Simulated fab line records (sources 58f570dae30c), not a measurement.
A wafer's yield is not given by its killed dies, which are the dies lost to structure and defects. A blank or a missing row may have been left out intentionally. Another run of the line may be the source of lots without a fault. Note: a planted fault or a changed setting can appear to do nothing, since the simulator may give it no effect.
Comparing a struck lot with a sound one ; flow berkeley-cmos170 ; 16 steps out of a route of 331
Sound: wafers L804.1, L804.2, L804.6. The struck wafers were L812.3, L812.4, L812.6. Last of all comes the cause.
For every step that has rows: the tool of each side, followed by ch and its chambers, followed by its first start. Under that, the readings that differ: sound wafers ; struck wafers ; difference of the means ; sigmas: that difference in standard deviations of wafers without a fault.
alike: readings with means less than 2 such deviations apart, plus words and numbers identical on both sides. not compared: withheld readings, readings lacking a value on some wafer, bounds such as >300 that could conceal the same value, and numbers that have no deviation in the record and whose values overlap.
The two part at a step that has a row with sigmas, a row that says differs or no value, or rows on one side only. Numbers that have no deviation but don't overlap get no sigmas and don't part them. A reading missing from all wafers of one side parts the sides only when that side holds two or more wafers.

UCB170_NVT_OVL_MEAS_06:
  sound on overlay-02 at day 7 05:53; struck on overlay-01 at day 9 04:17
  alike: NVT_OVL
after that, 1 step had no rows for these wafers: UCB170_NVT_IMPLANT_07.
UCB170_NVT_STRIP_08: strips in O2.
  sound on plasma-asher-01 ch 0,1, day 7 06:05; struck on plasma-asher-03 ch 0,1, day 9 04:29
  alike: drypump-motor-current-A, oes-product-au, strip-time-to-endpoint-s
  not compared: rf-hours-counter-h
UCB170_NVT_TW_MEAS_09:
  sound on film-metro-03 at day 7 06:11; struck on film-metro-01 at day 9 04:34
reading;sound;struck;difference;sigmas
NVT_TW;531 535 530;519 516 516;-15;-2
then, 7 steps without rows for these wafers: UCB170_NVT_CLEAN_10 (cleans in SPM, time 600 s); UCB170_PVT_HMDS_00 (prime time 60 s); UCB170_PVT_COAT_01 (resist thk 900 nm); UCB170_PVT_SOFTBAKE_02 (time 60 s); UCB170_PVT_EXPOSE_03 (exposes mask NWELL, target cd 3000 nm); UCB170_PVT_PEB_04; UCB170_PVT_DEVELOP_05 (develop time 45 s).
UCB170_PVT_OVL_MEAS_06:
  sound on overlay-02 at day 7 08:09; struck on overlay-02 at day 9 06:20
  alike: PVT_OVL
UCB170_PVT_IMPLANT_07:
  sound on implanter-01 ch 0, day 7 08:11; struck on implanter-01 ch 0, day 9 06:25
reading;sound;struck;difference;sigmas
dose-ions-cm2;2.0022e+12 2.0018e+12 2.0019e+12;1.9996e+13 2e+13 2.0001e+13;+1.7997e+13;+99 or more
faraday-current-uA;6.22 6.31 6.43;63.89 65.02 63.69;+57.88;+99 or more
  alike: beam-energy-keV
UCB170_PVT_STRIP_08: strips in O2.
  sound on plasma-asher-02 ch 0,1, day 7 08:20; struck on plasma-asher-04 ch 0,1, day 9 06:33
reading;sound;struck;difference;sigmas
strip-time-to-endpoint-s (s);21.81 21.77 21.73;21.48 21.49 21.52;-0.27;-4
  alike: drypump-motor-current-A, oes-product-au
  not compared: rf-hours-counter-h
UCB170_PVT_TW_MEAS_09:
  sound on film-metro-02 at day 7 08:26; struck on film-metro-03 at day 9 06:52
reading;sound;struck;difference;sigmas
PVT_TW;508 512 508;1069 1069 1071;+560;+99 or more
  not compared: hold
after that, 1 step had no rows for these wafers: UCB170_M3_PROBE_99.

WHERE THEY PART
At UCB170_NVT_TW_MEAS_09 first; at UCB170_PVT_TW_MEAS_09 last (within this record only).

WHY: whatever the simulator had introduced
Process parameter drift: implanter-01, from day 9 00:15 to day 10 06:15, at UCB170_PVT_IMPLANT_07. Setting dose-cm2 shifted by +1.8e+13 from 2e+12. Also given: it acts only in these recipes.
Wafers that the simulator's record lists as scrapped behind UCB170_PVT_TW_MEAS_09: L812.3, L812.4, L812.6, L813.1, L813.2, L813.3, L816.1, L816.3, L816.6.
